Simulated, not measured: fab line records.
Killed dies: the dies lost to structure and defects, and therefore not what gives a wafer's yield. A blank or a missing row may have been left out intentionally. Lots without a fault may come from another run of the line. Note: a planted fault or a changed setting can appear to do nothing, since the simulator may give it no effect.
fab line records -- flow rit-cmos
record: lots: 6, wafers: 18, last-day: 7
route steps=202 shown NWELL@30 PWELL@39 M1@202
lots with no fault: from the same line, run without faults
start-h: the number of hours between the record's first day and the start of the first shown wafer of the lot -- wait-h: how many hours have passed since the lot's step before this one -- " repeats the value in the row above -- L1.1+2: a single row standing in for several wafers -- - no value, or no start given -- * or withheld: withheld -- < > ~ a bound
route shown NAME@n: names a module that has steps shown in the file, with the first one's number in the route -- usual: average and standard deviation across the fault-free wafers -- same: alike in all rows -- chamber/n: place in a boat -- sites: each site's reading -- _std_site: the values' standard deviation -- _edge_site: mean of outer sites minus mean of inner sites -- radius-mm: how far each site lies from the wafer's centre -- mask NAME#n: copy n -- behind: the most recent tool/chamber to have shaped the wafer -- hold: cause of the lot's hold/its duration in hours/its outcome -- device: the transistor (n, p or np) that didn't switch -- end of line: at the end of the route, the tests of the same wafers -- where a step has no rows: the recipe by itself -- killed: dies lost to structure and defects at the first sort, not the wafer's yield -- map: shows each die of a wafer: x if killed, . if not, _ if none is there
set.NAME: the setting as run; set.NAME@STEP: as run at that earlier step -- model.NAME: the simulator's own value behind a step, which no gauge read
lots at selected steps of the route; one table per step, one row per wafer
services: the hour from which a tool's chamber was out of use, counted from the record's first day as start-h (under 0 if before that day), plus the number of hours and why
== steps ==
step: RIT_NWELL_SOFTBAKE_02
recipe: resist: NOVOLAK, temp-c: 90, time-s: 61.45
usual: plate-sensor-t-centre-C: 90.970/0.0097, plate-sensor-t-edge-C: 91.022/0.011
lot.wafer,tool,chamber,start-h,wait-h,plate-sensor-t-centre-C,plate-sensor-t-edge-C
L297.2,litho-track-01,0,48.72,0.1,90.972,90.995
L297.5,litho-track-01,0,48.72,0.1,90.974,91.038
L297.6,litho-track-01,0,48.72,0.1,90.974,91.023
L299.2,litho-track-01,0,63.16,0.1,90.958,91.030
L299.5,litho-track-01,0,63.16,0.1,90.955,91.003
L299.6,litho-track-01,0,63.16,0.1,90.971,91.016
L300.1,litho-track-01,0,66.93,0.1,90.978,91.026
L300.4,litho-track-01,0,66.93,0.1,90.971,91.014
L300.5,litho-track-01,0,66.93,0.1,90.958,91.033
L301.1,litho-track-03,0,72.12,0.1,90.949,91.012
L301.3,litho-track-03,0,72.12,0.1,90.980,91.025
L301.6,litho-track-03,0,72.12,0.1,90.966,91.027
L304.3,litho-track-03,0,85.78,0.1,90.966,91.040
L304.4,litho-track-03,0,85.78,0.1,90.968,91.036
L304.6,litho-track-03,0,85.78,0.1,90.974,91.026
L312.2,litho-track-01,0,123.31,0.1,90.978,91.021
L312.4,litho-track-01,0,123.31,0.1,90.962,91.002
L312.5,litho-track-01,0,123.31,0.1,90.978,91.024
step: RIT_NWELL_EXPOSE_03
recipe: mask-id: M2, na: 0.57, target-cd-nm: 43900, dose-mj: 250
step: RIT_NWELL_PEB_04
recipe: resist: NOVOLAK, temp-c: withheld, time-s: withheld
step: RIT_NWELL_DEVELOP_05
recipe: resist: NOVOLAK, develop-time-s: 68, dev-temp-c: 23
step: RIT_NWELL_OVL_MEAS_06
usual: NWELL_OVL: -0.2/1.7
lot.wafer,tool,chamber,start-h,wait-h,NWELL_OVL[nm]
L297.2,overlay-01,-,49.28,-,1.2
L297.5,overlay-01,-,49.28,-,-1.6
L297.6,overlay-01,-,49.28,-,-0.1
L299.2,overlay-01,-,63.72,-,3.7
L299.5,overlay-01,-,63.72,-,4.3
L299.6,overlay-01,-,63.72,-,2.1
L300.1,overlay-01,-,67.84,-,-0.9
L300.4,overlay-01,-,67.84,-,-2.2
L300.5,overlay-01,-,67.84,-,-1.3
L301.1,overlay-01,-,72.82,-,1.6
L301.3,overlay-01,-,72.82,-,1.9
L301.6,overlay-01,-,72.82,-,-1.9
L304.3,overlay-01,-,86.45,-,-1.0
L304.4,overlay-01,-,86.45,-,-0.4
L304.6,overlay-01,-,86.45,-,-1.2
L312.2,overlay-01,-,123.93,-,0.1
L312.4,overlay-01,-,123.93,-,-0.7
L312.5,overlay-01,-,123.93,-,0.3
step: RIT_NWELL_HARDBAKE_07
recipe: resist: NOVOLAK, temp-c: 140, time-s: 120
step: RIT_NWELL_IMPLANT_08
recipe: species: P, energy-kev: 170, dose-cm2: 5.081e+13, tilt-deg: 7
step: RIT_NWELL_STRIP_09
recipe: chemistry: O2, time-s: 180, resist: NOVOLAK, platen-temp-c: withheld, power-w: 500, pressure-mtorr: 4000, o2-flow-sccm: 4000
usual: drypump-motor-current-A: 6.1/0.34
lot.wafer,tool,chamber,start-h,wait-h,drypump-motor-current-A,rf-hours-counter-h
L297.2,plasma-asher-04,0,49.71,0.1,6.7,22
L297.5,plasma-asher-04,0,49.71,0.1,6.7,-
L297.6,plasma-asher-04,1,49.71,0.1,6.3,-
L299.2,plasma-asher-04,0,64.15,0.1,6.7,23
L299.5,plasma-asher-04,1,64.15,0.1,6.3,-
L299.6,plasma-asher-04,0,64.15,0.1,6.7,-
L300.1,plasma-asher-02,1,68.28,0.1,6.0,45
L300.4,plasma-asher-02,1,68.28,0.1,6.0,-
L300.5,plasma-asher-02,1,68.28,0.1,5.9,-
L301.1,plasma-asher-04,0,73.35,0.1,6.7,23
L301.3,plasma-asher-04,1,73.35,0.1,6.3,-
L301.6,plasma-asher-04,1,73.35,0.1,6.3,-
L304.3,plasma-asher-01,1,86.93,0.1,6.4,-
L304.4,plasma-asher-01,0,86.93,0.1,5.7,-
L304.6,plasma-asher-01,0,86.93,0.1,5.7,-
L312.2,plasma-asher-04,0,124.36,0.1,6.6,30
L312.4,plasma-asher-04,0,124.36,0.1,6.6,-
L312.5,plasma-asher-04,1,124.36,0.1,6.3,-
step: RIT_NWELL_TW_MEAS_10
usual: NWELL_TW: 2149/12
lot.wafer,tool,chamber,start-h,wait-h,NWELL_TW
L297.2,film-metro-02,-,49.89,0.1,2163
L297.5,film-metro-02,-,49.89,0.1,2166
L297.6,film-metro-02,-,49.89,0.1,2167
L299.2,film-metro-02,-,64.34,0.1,2168
L299.5,film-metro-02,-,64.34,0.1,2173
L299.6,film-metro-02,-,64.34,0.1,2177
L300.1,film-metro-02,-,68.45,0.1,2164
L300.4,film-metro-02,-,68.45,0.1,2161
L300.5,film-metro-02,-,68.45,0.1,2157
L301.1,film-metro-03,-,73.52,0.1,2141
L301.3,film-metro-03,-,73.52,0.1,2149
L301.6,film-metro-03,-,73.52,0.1,2152
L304.3,film-metro-01,-,87.07,0.1,2153
L304.4,film-metro-01,-,87.07,0.1,2159
L304.6,film-metro-01,-,87.07,0.1,2156
L312.2,film-metro-02,-,124.55,0.1,2153
L312.4,film-metro-02,-,124.55,0.1,2145
L312.5,film-metro-02,-,124.55,0.1,2158
step: RIT_PWELL_HMDS_00
recipe: prime-time-s: 60, prime-temp-c: 140
step: RIT_PWELL_COAT_01
recipe: resist: NOVOLAK, spin-rpm: 2000, resist-thk-nm: 1300
step: RIT_PWELL_SOFTBAKE_02
recipe: resist: NOVOLAK, temp-c: 90, time-s: 60
step: RIT_PWELL_EXPOSE_03
recipe: mask-id: M3, na: 0.57, target-cd-nm: 43700, dose-mj: 250
lot.wafer,tool,chamber,start-h,wait-h,mask,model.PWELL.overlay-x-nm
L297.2+5+6,iline-stepper-01,0,50.41,0.1,M3#0,0.79
L299.2+5+6,iline-stepper-02,0,64.98,0.2,M3#0,-0.1299
L300.1+4+5,iline-stepper-02,0,68.96,0.1,M3#0,4894
L301.1+3+6,iline-stepper-02,0,74.03,0.1,M3#0,4894
L304.3+4+6,iline-stepper-01,0,87.60,0.1,M3#0,0.07852
L312.2+4+5,iline-stepper-01,0,125.07,0.1,M3#0,-0.1785
step: RIT_PWELL_PEB_04
recipe: resist: NOVOLAK, temp-c: withheld, time-s: withheld
step: RIT_PWELL_DEVELOP_05
recipe: resist: NOVOLAK, develop-time-s: 68, dev-temp-c: 23
step: RIT_PWELL_OVL_MEAS_06
usual: PWELL_OVL: 1.2/1.4
lot.wafer,tool,chamber,start-h,wait-h,hold,PWELL_OVL[nm]
L297.2,overlay-01,-,50.83,-,-,2.3
L297.5,overlay-01,-,50.83,-,-,1.8
L297.6,overlay-01,-,50.83,-,-,4.2
L299.2,overlay-01,-,65.40,-,-,-0.1
L299.5,overlay-01,-,65.40,-,-,1.3
L299.6,overlay-01,-,65.40,-,-,1.0
L300.1,overlay-01,-,69.39,-,await-dispo/0.2h/release,-
L300.4,overlay-01,-,69.39,-,await-dispo/0.2h/release,-
L300.5,overlay-01,-,69.39,-,await-dispo/0.2h/release,-
L300.1,overlay-01,-,69.59,0.2,-,-
L300.4,overlay-01,-,69.59,0.2,-,-
L300.5,overlay-01,-,69.59,0.2,-,-
L301.1,overlay-01,-,74.46,-,await-dispo/0.2h/release,-
L301.3,overlay-01,-,74.46,-,await-dispo/0.2h/release,-
L301.6,overlay-01,-,74.46,-,await-dispo/0.2h/release,-
L301.1,overlay-01,-,74.66,0.2,-,-
L301.3,overlay-01,-,74.66,0.2,-,-
L301.6,overlay-01,-,74.66,0.2,-,-
L304.3,overlay-02,-,88.00,-,-,1.3
L304.4,overlay-02,-,88.00,-,-,2.5
L304.6,overlay-02,-,88.00,-,-,0.3
L312.2,overlay-02,-,125.48,-,-,0.1
L312.4,overlay-02,-,125.48,-,-,0.9
L312.5,overlay-02,-,125.48,-,-,1.6
step: RIT_M1_PROBE_99
usual: defect-limited-yield: 97.1/1.1, killed-at-front-end: 7.5/2.8, killed-dies: 7.6/2.9, killed-open: 3.7/2, killed-short: 3.8/2, sort_bin_3_pad_short: 0.1/0.25, sort_bin_5_function: 1.6/0.85, sort_bin_6_memory: 1.1/0.62, sort-n-pass: 256.4/2.9, sort-yield-pct: 97.1/1.1
same: gross-dies: 264, killed_at_M0_to_M3: 0, killed_at_M4_up: 0, killed-at-back-side: 0, killed-at-contacts: 0, killed-at-other: 0
lot.wafer,tool,chamber,start-h,wait-h,defect-limited-yield[%],killed-at-front-end,killed-dies,killed-open,killed-short,sort_bin_3_pad_short[%],sort_bin_5_function[%],sort_bin_6_memory[%],sort-n-pass,sort-yield-pct[%]
L299.2,prober-02,-,105.19,0.1,98.9,3,3,2,1,0,0.4,0.8,261.0,98.9
L299.5,prober-02,-,105.34,0.2,98.5,4,4,2,2,0.4,0,1.1,260.0,98.5
L299.6,prober-02,-,105.39,0.2,96.2,10,10,3,7,0,2.3,1.5,254.0,96.2
L304.3,prober-02,-,127.19,0.2,98.1,5,5,0,5,0,1.1,0.8,259.0,98.1
L304.4,prober-02,-,127.24,0.2,97.7,6,6,4,2,0,1.9,0.4,258.0,97.7
L304.6,prober-02,-,127.34,0.2,97.3,7,7,5,2,0,1.9,0.8,257.0,97.3
L312.2,prober-02,-,163.29,0.1,97.0,8,8,5,3,0,1.9,1.1,256.0,97.0
L312.4,prober-02,-,163.39,0.2,96.6,9,9,6,3,0,1.9,1.5,255.0,96.6
L312.5,prober-02,-,163.44,0.2,97.0,8,8,3,5,0,1.9,1.1,256.0,97.0
killed by level:class
L299.2 GATE:geometric-particle:open=2 FOX2:geometric-particle:short=1
L299.5 FOX1:geometric-particle:short=1 FOX2:geometric-particle:open=1 REOX:geometric-particle:open=1 SPACER:geometric-particle:short=1
L299.6 GATE:geometric-particle:short=4 GATE:geometric-particle:open=3 FOX1:geometric-particle:short=1 SPACER:geometric-particle:short=1 SILICIDE:geometric-particle:short=1
L304.3 REOX:geometric-particle:short=3 FOX2:geometric-particle:short=1 GATE:geometric-particle:short=1
L304.4 GATE:geometric-particle:open=4 GATE:geometric-particle:short=1 SPACER:geometric-particle:short=1
L304.6 FOX2:geometric-particle:open=2 GATE:geometric-particle:open=2 GATE:geometric-particle:short=1 REOX:geometric-particle:open=1 REOX:geometric-particle:short=1
L312.2 REOX:geometric-particle:open=4 GATE:geometric-particle:short=2 FOX1:geometric-particle:open=1 REOX:geometric-particle:short=1
L312.4 GATE:geometric-particle:open=2 REOX:geometric-particle:open=2 SPACER:geometric-particle:open=2 FOX2:geometric-particle:short=1 GATE:geometric-particle:short=1 REOX:geometric-particle:short=1
L312.5 GATE:geometric-particle:short=2 SILICIDE:geometric-particle:short=2 FOX2:geometric-particle:open=1 REOX:geometric-particle:short=1 REOX:geometric-particle:open=1 SILICIDE:geometric-particle:open=1
== services ==
tool,chamber,start-h,hours,kind
iline-stepper-02,-,49.40,1.7,pm
iline-stepper-01,-,53.14,1.7,pm
plasma-asher-02,-,72.58,11.4,pm
plasma-asher-01,-,108.75,9.0,pm
plasma-asher-01,0,108.75,9.0,vent-cycle
plasma-asher-01,1,108.75,9.0,vent-cycle
iline-stepper-02,-,114.79,28.9,pm
plasma-asher-01,0,117.75,-,clean
plasma-asher-01,1,117.75,-,clean
== key ==
first-sign: step: RIT_PWELL_OVL_MEAS_06, reading: visit, direction: added
effect: step: RIT_PWELL_OVL_MEAS_06, reading: hold, direction: added
model-effect: step: RIT_PWELL_EXPOSE_03, value: PWELL.overlay-x-nm, without: 0.1444, struck: 4894
met-at RIT_PWELL_EXPOSE_03
struck-wafers L300.1,L300.4,L300.5,L301.1,L301.3,L301.6
scrapped-behind RIT_PWELL_OVL_MEAS_06 L300.1,L300.4,L300.5,L301.1,L301.3,L301.6
onset-between 64.98 68.96
fault: kind: scanner-matching-overlay, tool: iline-stepper-02, chamber: -, onset-h: 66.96, steps: RIT_PWELL_EXPOSE_03, offset: 4893.6
